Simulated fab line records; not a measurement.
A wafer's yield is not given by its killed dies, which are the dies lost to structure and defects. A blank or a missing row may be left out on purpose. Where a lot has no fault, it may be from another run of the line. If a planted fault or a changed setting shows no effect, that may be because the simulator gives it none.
fab line records / flow ritCmos
[record] lots = 14 wafers = 42 lastDay = 7
route steps=202 shown NWELL@32
lots that met no fault: from a run of the same line without faults
startH: start of the lot's first displayed wafer, in hours after the record's first day / waitH: how many hours have passed since the lot's step before this one / " repeats the value in the row above / L1.1+2: one row covering several wafers at once / - no value, or no start given / * or withheld: withheld / < > ~ a bound
route shown NAME@n: NAME is a module with steps in the file, n the number in the route of the first one / usual: the fault-free wafers' mean and standard deviation / same: alike in all rows / chamber/n: place in a boat / sites: per-site readings / _std_site: standard deviation of those values / _edge_site: the outer-site mean with the inner-site mean subtracted / radiusMm: how far each site lies from the wafer's centre / mask NAME#n: copy n / behind: the most recent tool/chamber to have shaped the wafer / hold: why the lot was held/for how many hours/how that ended / device: whichever transistor did not switch (one of n, p or np) / end of line: at the end of the route, the tests of the same wafers / a step without rows: its recipe alone / killed: dies that structure and defects cost at the first sort, which is not the same as the wafer's yield / map: the dies of a wafer, with x for killed, . for not killed, _ for no die there
set.NAME: the setting as run; set.NAME@STEP: as run at that earlier step / model.NAME: the simulator's own value behind a step, which no gauge read
steps of the route over a sample of lots; a table a step, a row a wafer
[[steps]]
[step RIT_NWELL_PEB_04]
[recipe] resist = NOVOLAK tempC = withheld timeS = withheld
[usual] chillPlateTempC = * exhaustPa = 45.0/0.84 resistLineTempC = *
lot.wafer=L242.3 tool=lithoTrack-03 chamber=0 startH=20.64 waitH=0.1 chillPlateTempC=* exhaustPa=44.8 resistLineTempC=*
lot.wafer=L242.4 tool=lithoTrack-03 chamber=0 startH=20.64 waitH=0.1 chillPlateTempC=* exhaustPa=44.6 resistLineTempC=*
lot.wafer=L242.6 tool=lithoTrack-03 chamber=0 startH=20.64 waitH=0.1 chillPlateTempC=* exhaustPa=44.5 resistLineTempC=*
lot.wafer=L243.1 tool=lithoTrack-03 chamber=0 startH=25.80 waitH=0.1 chillPlateTempC=* exhaustPa=44.1 resistLineTempC=*
lot.wafer=L243.4 tool=lithoTrack-03 chamber=0 startH=25.80 waitH=0.1 chillPlateTempC=* exhaustPa=44.6 resistLineTempC=*
lot.wafer=L243.5 tool=lithoTrack-03 chamber=0 startH=25.80 waitH=0.1 chillPlateTempC=* exhaustPa=44.1 resistLineTempC=*
lot.wafer=L244.3 tool=lithoTrack-04 chamber=0 startH=30.05 waitH=0.1 chillPlateTempC=* exhaustPa=45.0 resistLineTempC=*
lot.wafer=L244.5 tool=lithoTrack-04 chamber=0 startH=30.05 waitH=0.1 chillPlateTempC=* exhaustPa=43.3 resistLineTempC=*
lot.wafer=L244.6 tool=lithoTrack-04 chamber=0 startH=30.05 waitH=0.1 chillPlateTempC=* exhaustPa=44.1 resistLineTempC=*
lot.wafer=L245.1 tool=lithoTrack-01 chamber=0 startH=35.06 waitH=0.1 chillPlateTempC=* exhaustPa=45.0 resistLineTempC=*
lot.wafer=L245.2 tool=lithoTrack-01 chamber=0 startH=35.06 waitH=0.1 chillPlateTempC=* exhaustPa=46.0 resistLineTempC=*
lot.wafer=L245.5 tool=lithoTrack-01 chamber=0 startH=35.06 waitH=0.1 chillPlateTempC=* exhaustPa=45.3 resistLineTempC=*
lot.wafer=L247.1 tool=lithoTrack-01 chamber=- startH=46.91 waitH=0.1 chillPlateTempC=- exhaustPa=- resistLineTempC=-
lot.wafer=L247.2 tool=lithoTrack-01 chamber=- startH=46.91 waitH=0.1 chillPlateTempC=- exhaustPa=- resistLineTempC=-
lot.wafer=L247.3 tool=lithoTrack-01 chamber=- startH=46.91 waitH=0.1 chillPlateTempC=- exhaustPa=- resistLineTempC=-
lot.wafer=L248.2 tool=lithoTrack-03 chamber=- startH=50.34 waitH=0.1 chillPlateTempC=- exhaustPa=- resistLineTempC=-
lot.wafer=L248.4 tool=lithoTrack-03 chamber=- startH=50.34 waitH=0.1 chillPlateTempC=- exhaustPa=- resistLineTempC=-
lot.wafer=L248.6 tool=lithoTrack-03 chamber=- startH=50.34 waitH=0.1 chillPlateTempC=- exhaustPa=- resistLineTempC=-
lot.wafer=L250.1 tool=lithoTrack-04 chamber=0 startH=59.97 waitH=0.1 chillPlateTempC=* exhaustPa=45.1 resistLineTempC=*
lot.wafer=L250.2 tool=lithoTrack-04 chamber=0 startH=59.97 waitH=0.1 chillPlateTempC=* exhaustPa=45.8 resistLineTempC=*
lot.wafer=L250.5 tool=lithoTrack-04 chamber=0 startH=59.97 waitH=0.1 chillPlateTempC=* exhaustPa=44.3 resistLineTempC=*
lot.wafer=L254.1 tool=lithoTrack-03 chamber=0 startH=81.49 waitH=0.4 chillPlateTempC=* exhaustPa=44.4 resistLineTempC=*
lot.wafer=L254.2 tool=lithoTrack-03 chamber=0 startH=81.49 waitH=0.4 chillPlateTempC=* exhaustPa=44.9 resistLineTempC=*
lot.wafer=L254.5 tool=lithoTrack-03 chamber=0 startH=81.49 waitH=0.4 chillPlateTempC=* exhaustPa=43.6 resistLineTempC=*
lot.wafer=L257.3 tool=lithoTrack-01 chamber=0 startH=97.00 waitH=0.1 chillPlateTempC=* exhaustPa=45.9 resistLineTempC=*
lot.wafer=L257.5 tool=lithoTrack-01 chamber=0 startH=97.00 waitH=0.1 chillPlateTempC=* exhaustPa=43.9 resistLineTempC=*
lot.wafer=L257.6 tool=lithoTrack-01 chamber=0 startH=97.00 waitH=0.1 chillPlateTempC=* exhaustPa=45.7 resistLineTempC=*
lot.wafer=L259.3 tool=lithoTrack-03 chamber=0 startH=107.05 waitH=0.1 chillPlateTempC=* exhaustPa=46.2 resistLineTempC=*
lot.wafer=L259.4 tool=lithoTrack-03 chamber=0 startH=107.05 waitH=0.1 chillPlateTempC=* exhaustPa=46.1 resistLineTempC=*
lot.wafer=L259.6 tool=lithoTrack-03 chamber=0 startH=107.05 waitH=0.1 chillPlateTempC=* exhaustPa=45.1 resistLineTempC=*
lot.wafer=L260.1 tool=lithoTrack-01 chamber=0 startH=110.14 waitH=0.1 chillPlateTempC=* exhaustPa=44.3 resistLineTempC=*
lot.wafer=L260.4 tool=lithoTrack-01 chamber=0 startH=110.14 waitH=0.1 chillPlateTempC=* exhaustPa=44.4 resistLineTempC=*
lot.wafer=L260.5 tool=lithoTrack-01 chamber=0 startH=110.14 waitH=0.1 chillPlateTempC=* exhaustPa=45.1 resistLineTempC=*
lot.wafer=L261.2 tool=lithoTrack-04 chamber=0 startH=115.45 waitH=0.1 chillPlateTempC=* exhaustPa=45.2 resistLineTempC=*
lot.wafer=L261.3 tool=lithoTrack-04 chamber=0 startH=115.45 waitH=0.1 chillPlateTempC=* exhaustPa=45.3 resistLineTempC=*
lot.wafer=L261.5 tool=lithoTrack-04 chamber=0 startH=115.45 waitH=0.1 chillPlateTempC=* exhaustPa=44.1 resistLineTempC=*
lot.wafer=L262.1 tool=lithoTrack-04 chamber=0 startH=119.94 waitH=0.1 chillPlateTempC=* exhaustPa=45.7 resistLineTempC=*
lot.wafer=L262.2 tool=lithoTrack-04 chamber=0 startH=119.94 waitH=0.1 chillPlateTempC=* exhaustPa=45.2 resistLineTempC=*
lot.wafer=L262.5 tool=lithoTrack-04 chamber=0 startH=119.94 waitH=0.1 chillPlateTempC=* exhaustPa=46.7 resistLineTempC=*
lot.wafer=L265.2 tool=lithoTrack-01 chamber=0 startH=136.51 waitH=0.1 chillPlateTempC=* exhaustPa=44.9 resistLineTempC=*
lot.wafer=L265.4 tool=lithoTrack-01 chamber=0 startH=136.51 waitH=0.1 chillPlateTempC=* exhaustPa=44.3 resistLineTempC=*
lot.wafer=L265.6 tool=lithoTrack-01 chamber=0 startH=136.51 waitH=0.1 chillPlateTempC=* exhaustPa=45.9 resistLineTempC=*
[[key]]
[firstSign] step = RIT_NWELL_PEB_04 reading = toolRecord direction = missing
effect none on later readings
metAt RIT_NWELL_PEB_04
struckLots L247,L248
sortLeftOut L247.1,L247.2,L247.3,L248.2,L248.4,L248.6
testerLeftOut L247,L248
onsetBetween 35.06 46.91
[fault] kind = skippedStepWhole tool = lithoTrack-01,lithoTrack-03 chamber = - onsetH = 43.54 steps = RIT_NWELL_PEB_04 scope = struckLotsOnly
// testerLeftOut: of these lots the tester's yield and bins aren't shown, on N5 and GAA mostly nor the transistor test; their killed dies are dies lost to structure and defects alone, not to doping, threshold or leakage, so they don't give the yield
// sortLeftOut: the simulated sort isn't trusted on such a fault, so these wafers' sort isn't shown, and their yield isn't known
